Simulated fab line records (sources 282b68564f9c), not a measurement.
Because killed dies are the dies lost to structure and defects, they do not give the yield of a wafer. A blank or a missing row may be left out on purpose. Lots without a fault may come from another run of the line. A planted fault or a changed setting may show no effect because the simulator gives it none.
A struck lot beside a sound one / flow ritCmos / 44 out of 202 route steps
Sound: wafers L896.4, L896.5, L896.6. Struck: wafer L905.3 (left out: L905.1, L905.5 of the same lot, which were not struck); the cause appears at the end.
Each step with rows lists, per side, the tool, then ch with its chambers, then its first start. Under that, the readings that differ: sound wafers / struck wafers / difference of the means / sigmas: that difference in standard deviations of wafers without a fault.
alike: same words and numbers on both sides, and readings whose means sit less than 2 such deviations apart. not compared: any withheld reading, any reading some wafer has no value for, any bound like >300 that may hide the same value, and any number with overlapping values for which the record gives no deviation.
The two part at a step that has a row with sigmas, a row that says differs or no value, or rows on one side only. Numbers that have no deviation but don't overlap get no sigmas and don't part them. A reading missing from all wafers of one side parts the sides only when that side holds two or more wafers.

first, 2 steps without rows for these wafers: RIT_PLDD_PEB_04; RIT_PLDD_DEVELOP_05 (develop time 50 s).
RIT_PLDD_OVL_MEAS_06:
  sound on overlay-02 at day 3 22:46; struck on overlay-01 at day 5 10:56
reading=PLDD_OVL (nm); sound=-1.6 0.5 -0.9; struck=-3.7; difference=-3.0; sigmas=-2
then, 2 steps without rows for these wafers: RIT_PLDD_HARDBAKE_07 (time 60 s); RIT_PLDD_IMPLANT_08.
RIT_PLDD_STRIP_09: strips in O2, time 180 s.
  sound on plasmaAsher-02 ch 0,1, day 3 23:08; struck on plasmaAsher-03 ch 1, day 5 11:29
  alike: drypumpMotorCurrentA
  not compared: rfHoursCounterH
RIT_PLDD_TW_MEAS_10:
  sound on filmMetro-03 at day 3 23:17; struck on filmMetro-04 at day 5 11:40
  alike: PLDD_TW
then, 4 steps without rows for these wafers: RIT_SPACER_CLEAN_00 (cleans in SC1, time 600 s); RIT_SPACER_CLEAN_01 (cleans in dHF, time 30 s); RIT_SPACER_CLEAN_02 (cleans in SC2, time 600 s); RIT_SPACER_CVD_03 (deposits Si3N4 from SiH2Cl2/NH3, target thk 250 nm, time 3300 s).
RIT_SPACER_THK_MEAS_04:
  sound on filmMetro-03 at day 4 02:13; struck on filmMetro-02 at day 5 14:00
  alike: SPACER_NITRIDE_THK
RIT_SPACER_ETCHBACK_05: etches Si3N4 in SF6/CHF3, stops on SiO2, target depth 250 nm, time 240 s.
  sound on rieDiel-03 ch 0,1,3, day 4 02:15; struck on rieDiel-03 ch 3, day 5 14:04
reading=oesProductAu (a.u.); sound=0.850 0.858 0.844; struck=0.913; difference=+0.062; sigmas=+6
reading=model.poly-Si_of_GATE_CVD_08.thkNm (nm); sound=171.5 168.8 167.3; struck=174.4; difference=+5.2; sigmas=
reading=model.Si3N4_of_SPACER_CVD_03.thkNm (nm); sound=198.9 195.9 198.1; struck=203.3; difference=+5.7; sigmas=
  alike: drypumpMotorCurrentA, rfFwdPowerW, throttleValvePct
  not compared: rfHoursCounterH
then, 6 steps without rows for these wafers: RIT_NSD_HMDS_00 (prime time 60 s); RIT_NSD_COAT_01 (resist thk 1000 nm); RIT_NSD_SOFTBAKE_02 (time 60 s); RIT_NSD_EXPOSE_03 (exposes mask M9, target cd 40700 nm); RIT_NSD_PEB_04; RIT_NSD_DEVELOP_05 (develop time 50 s).
RIT_NSD_OVL_MEAS_06:
  sound on overlay-01 at day 4 03:22; struck on overlay-01 at day 5 15:11
  alike: NSD_OVL
then, 2 steps without rows for these wafers: RIT_NSD_HARDBAKE_07 (time 60 s); RIT_NSD_IMPLANT_08.
RIT_NSD_STRIP_09: strips in O2, time 180 s.
  sound on plasmaAsher-01 ch 0,1, day 4 03:45; struck on plasmaAsher-04 ch 1, day 5 15:31
reading=drypumpMotorCurrentA (A); sound=5.7 5.7 5.6; struck=6.6; difference=+0.9; sigmas=+3
  not compared: rfHoursCounterH
RIT_NSD_TW_MEAS_10:
  sound on filmMetro-03 at day 4 03:53; struck on filmMetro-01 at day 5 15:42
  alike: NSD_TW
then, 6 steps without rows for these wafers: RIT_PSD_HMDS_00 (prime time 60 s); RIT_PSD_COAT_01 (resist thk 1000 nm); RIT_PSD_SOFTBAKE_02 (time 60 s); RIT_PSD_EXPOSE_03 (exposes mask M10, target cd 40900 nm); RIT_PSD_PEB_04; RIT_PSD_DEVELOP_05 (develop time 50 s).
RIT_PSD_OVL_MEAS_06:
  sound on overlay-01 at day 4 04:55; struck on overlay-02 at day 5 16:49
  alike: PSD_OVL
then, 2 steps without rows for these wafers: RIT_PSD_HARDBAKE_07 (time 60 s); RIT_PSD_IMPLANT_08.
RIT_PSD_STRIP_09: strips in O2, time 180 s.
  sound on plasmaAsher-02 ch 0,1, day 4 05:17; struck on plasmaAsher-03 ch 1, day 5 17:09
  alike: drypumpMotorCurrentA
  not compared: rfHoursCounterH
RIT_PSD_TW_MEAS_10:
  sound on filmMetro-04 at day 4 05:26; struck on filmMetro-04 at day 5 17:20
  alike: PSD_TW
then, 2 steps without rows for these wafers: RIT_SDANNEAL_CLEAN_00 (cleans in SC1, time 600 s); RIT_SDANNEAL_CLEAN_01 (cleans in dHF, time 30 s).
RIT_SDANNEAL_CLEAN_02: cleans in SC2, time 600 s.
  sound on wetBench-01 ch 2, day 4 05:49; struck on wetBench-03 ch 0, day 5 17:36
reading=model.poly-Si_of_GATE_CVD_08.thkNm (nm); sound=167.1 164.4 162.9; struck=170.1; difference=+5.3; sigmas=
RIT_SDANNEAL_RTA_03: time 5 s.
  sound on rtpAnneal-02 ch 0, day 4 06:01; struck on rtpAnneal-01 ch 0, day 5 17:46
  alike: wafer_temp_C_max
RIT_SDANNEAL_RS_MEAS_04: uses a four-point probe to measure.
  sound on filmMetro-04 at day 4 06:06; struck on filmMetro-01 at day 5 17:50
reading=PSD_RS (ohm/sq); sound=115.51 115.15 115.51; struck=115.93; difference=+0.54; sigmas=+2
RIT_SDANNEAL_RS_MEAS_05: uses a four-point probe to measure.
  sound on filmMetro-04 at day 4 06:13; struck on filmMetro-01 at day 5 17:57
  alike: NSD_RS
RIT_SDANNEAL_RS_MEAS_06: uses a four-point probe to measure.
  sound on filmMetro-04 at day 4 06:20; struck on filmMetro-01 at day 5 18:04
  alike: PLDD_RS
RIT_SILICIDE_WET_ETCH_00: etches SiO2 in BOE, target depth 14 nm, time 15 s.
  sound on wetBench-01 ch 2, day 4 06:31; struck on wetBench-03 ch 0, day 5 18:20
reading=model.Si3N4_of_SPACER_CVD_03.thkNm (nm); sound=197.7 194.7 196.9; struck=202.2; difference=+5.8; sigmas=
RIT_M1_PROBE_99:
  sound on prober-02 at day 4 14:44; struck on prober-01 at day 6 01:28
reading=killedShort; sound=2 2 1; struck=6; difference=+4; sigmas=+2
reading=model.etest.nmos_0p15.rOnOhmUm; sound=1077 1094 1118; struck=978.9; difference=-117.4; sigmas=
reading=model.etest.pplusSal.widthNm (nm); sound=3405 3443 3439; struck=3382; difference=-47; sigmas=
reading=model.etest.nplusSal.widthNm (nm); sound=3432 3447 3446; struck=3370; difference=-72; sigmas=
reading=model.etest.nwellPinched.rsOhmSq; sound=333.6 341.4 338.3; struck=321.2; difference=-16.6; sigmas=
reading=model.etest.pwellPinched.rsOhmSq; sound=453.2 456.2 463; struck=439.4; difference=-18.1; sigmas=
reading=model.etest.contactNplus.endOhmUm; sound=42.94 42.99 43.27; struck=36.94; difference=-6.13; sigmas=
reading=model.etest.diodeNplusComb.leakLog10ACm2; sound=-5.198 -5.326 -4.951; struck=-5.453; difference=-0.295; sigmas=
reading=model.etest.diodeNplusPwell.bvV (V); sound=5.941 5.883 5.943; struck=6.354; difference=+0.432; sigmas=
  alike: killedAtContacts, killedAtFrontEnd, killedDies, killedOpen

== WHERE THEY PART ==
Earliest at RIT_PLDD_OVL_MEAS_06; latest, in this record, at RIT_M1_PROBE_99.

WHY: what the simulator had put in
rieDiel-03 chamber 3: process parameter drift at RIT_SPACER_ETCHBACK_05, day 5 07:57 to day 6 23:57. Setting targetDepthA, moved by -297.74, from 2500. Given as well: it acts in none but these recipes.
